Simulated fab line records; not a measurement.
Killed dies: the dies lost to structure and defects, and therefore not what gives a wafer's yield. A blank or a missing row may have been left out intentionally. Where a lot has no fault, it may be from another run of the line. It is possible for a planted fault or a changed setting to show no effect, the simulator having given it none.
Chamber matching | flow berkeley_cmos170 | rie_diel-02 running UCB170_SPACER_ETCHBACK_03: 4 sister chambers
The step etches SiO2 in CHF3/CF4/Ar, stops on Si, target depth 376 nm, time 100 s. 14 wafers are shown with their chamber, then 7 later ones without.

WAFERS PAIRED WITH THEIR CHAMBERS
wafer  | chamber | throttle_valve_pct (%) | drypump_motor_current_A (A) | oes_product_au (a.u.)
L505.2 | 2       | 6.53                   | 5.2                         | 0.913
L505.3 | 0       | 6.34                   | 6.0                         | 0.861
L505.4 | 2       | 6.53                   | 5.2                         | 0.912
L507.1 | 2       | 6.53                   | 5.2                         | 0.913
L507.4 | 3       | 6.58                   | 6.1                         | 0.908
L507.6 | 2       | 6.53                   | 5.2                         | 0.896
L509.1 | 0       | 6.33                   | 6.0                         | 0.857
L509.3 | 2       | 6.53                   | 5.2                         | 0.881
L509.4 | 0       | 6.32                   | 6.0                         | 0.890
L514.1 | 0       | 6.33                   | 6.0                         | 0.887
L514.4 | 1       | 6.49                   | 5.7                         | 0.929
L514.6 | 1       | 6.49                   | 5.7                         | 0.920
L513.2 | 0       | 6.33                   | 5.9                         | 0.867
L513.5 | 0       | 6.34                   | 5.9                         | 0.890

SIGNATURES (means of the wafers above)
reading                 | chamber 0 | chamber 1 | chamber 2 | chamber 3 | scatter within a chamber
throttle_valve_pct      | 6.3317    | 6.4900    | 6.5300    | 6.5800    | 0.00532
drypump_motor_current_A | 5.967     | 5.700     | 5.200     | 6.100     | 0.0365
oes_product_au          | 0.87533   | 0.92450   | 0.90300   | 0.90800   | 0.0143
Rule: for a wafer and a chamber, the distance is found by dividing, reading by reading, the gap between the wafer's reading and the chamber's mean by the reading's scatter, squaring, summing and taking the root. If the next closest chamber is less than 2 further off than the closest, the wafer can't be placed; otherwise it belongs to the closest. How the scatter is found: for the shown wafers, subtract from each reading the mean of its chamber, square and add these, divide the total by (wafers less chambers), then take the root.

WAFERS MISSING THEIR CHAMBER
wafer  | throttle_valve_pct (%) | drypump_motor_current_A (A) | oes_product_au (a.u.)
L513.6 | 6.49                   | 5.7                         | 0.918
L521.1 | 6.51                   | 5.2                         | 0.903
L521.2 | 6.49                   | 5.7                         | 0.910
L521.5 | 6.35                   | 5.9                         | 0.890
L525.3 | 6.49                   | 5.7                         | 0.892
L525.4 | 6.32                   | 6.0                         | 0.889
L525.6 | 6.52                   | 5.2                         | 0.898

WHICH CHAMBER EACH ONE RAN IN
wafer  | from the rows above | in truth
L513.6 | 1                   | 1
L521.1 | 2                   | 2
L521.2 | 1                   | 1
L521.5 | 0                   | 0
L525.3 | 1                   | 1
L525.4 | 0                   | 0
L525.6 | 2                   | 2
Placed correctly: 7 of 7. From these rows, 0 cannot be placed. 0 placed wrongly.
